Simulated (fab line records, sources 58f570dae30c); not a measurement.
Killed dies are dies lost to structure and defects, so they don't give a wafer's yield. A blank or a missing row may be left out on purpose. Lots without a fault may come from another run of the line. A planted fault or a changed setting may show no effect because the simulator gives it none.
One fault seen from 2 desks | flow berkeley_cmos170 | each desk has only its own numbers; what lay behind them comes last

THE METROLOGY DESK
What the gauges read, lot by lot, whatever tool the lot ran on: means of the sampled wafers that have a number. A lot is out of limits, marked OUT, if its mean lies more than 4 standard deviations from the usual mean; the brackets give that distance.
Columns: A = NVT_TW at UCB170_NVT_TW_MEAS_09, usual 522; B = PLDD_TW at UCB170_PLDD_TW_MEAS_11, usual 1011; C = PLDD_RS at UCB170_SDANNEAL_RS_MEAS_04, usual 1030.0 ohm/sq; D = cd_nm at UCB170_M3_CD_MEAS_15, usual 700.0 nm
lot  | first seen here | A   | B              | C                | D
L872 | day 6 09:20     | 525 | 1013           | 1030.0           | 700.7
L873 | day 6 19:32     | 522 | 1003           | 1029.2           | 697.9
L876 | day 7 07:47     | 529 | 1016           | 1027.5           | 699.0
L875 | day 7 07:58     | 522 | 1015           | 1034.2           | 698.5
L877 | day 7 08:03     | 516 | 1017           | 1031.0           | 700.4
L879 | day 7 19:10     | 515 | 1016           | 1029.7           | 702.8
L878 | day 7 19:21     | 530 | 1002           | 1034.0           | 701.6
L880 | day 8 07:27     | 522 | 1011           | 1035.0           | 700.9
L883 | day 8 18:28     | 520 | 1011           | 1029.0           | 700.6
L882 | day 8 19:02     | 518 | 1012           | 1029.1           | 701.0
L886 | day 9 04:31     | 522 | 1010           | 1025.9           | 698.5
L891 | day 10 08:13    | 517 | 978 (-5.3) OUT | 1132.8 (+35) OUT | 698.2
L893 | day 10 15:23    | 528 | 986 (-4.0) OUT | 1125.6 (+33) OUT | 702.3
L894 | day 10 15:47    | 522 | 1016           | 1026.8           | 699.7
This desk's finding: out of limits on L891, L893; first on L891, day 11 03:17 (PLDD_TW at UCB170_PLDD_TW_MEAS_11). In limits: L872, L873, L876, L875, L877, L879, L878, L880, L883, L882, L886, L894.

THE TOOL OWNER'S DESK: implanter-02
The tool's own readings at UCB170_PLDD_IMPLANT_09: means of the sampled wafers that have a number, for each lot that ran on this tool. A lot is out of limits, marked OUT, if its mean lies more than 4 standard deviations from the usual mean; the brackets give that distance.
Columns: A = dose_ions_cm2 at UCB170_PLDD_IMPLANT_09, usual 5e+13; B = faraday_current_uA at UCB170_PLDD_IMPLANT_09, usual 158; C = rotation_deg at UCB170_PLDD_IMPLANT_09, usual 180.00 degrees
lot  | first seen here | A                       | B             | C
L872 | day 7 05:07     | 5e+13                   | 156           | 179.99
L873 | day 7 15:34     | 5e+13                   | 156           | 179.99
L877 | day 8 06:51     | 5e+13                   | 162           | 179.99
L880 | day 9 05:20     | 5e+13                   | 159           | 179.99
L891 | day 11 03:00    | 4e+13 (-99 or more) OUT | 124 (-11) OUT | 179.99
L893 | day 11 09:25    | 4e+13 (-99 or more) OUT | 125 (-11) OUT | 180.03
This desk's finding: out of limits on L891, L893; first on L891, day 11 03:00 (dose_ions_cm2 at UCB170_PLDD_IMPLANT_09). In limits: L872, L873, L877, L880.

PUT TOGETHER
The tool owner's desk could have raised an alarm at day 11 03:00, on L891, L893.
The metrology desk could have raised an alarm at day 11 03:17, on L891, L893.
Of the lots named, all ran UCB170_PLDD_IMPLANT_09 on implanter-02.

WHAT THE SIMULATOR HAD PUT IN
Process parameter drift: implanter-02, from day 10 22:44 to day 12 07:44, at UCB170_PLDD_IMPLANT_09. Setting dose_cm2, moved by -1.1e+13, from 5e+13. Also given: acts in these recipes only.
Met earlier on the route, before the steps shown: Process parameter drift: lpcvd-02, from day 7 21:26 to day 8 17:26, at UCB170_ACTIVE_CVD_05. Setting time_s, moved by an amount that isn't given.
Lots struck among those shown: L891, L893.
Hours from the fault's start to each desk's first reading out of limits: the tool owner's desk, 4; the metrology desk, 5.
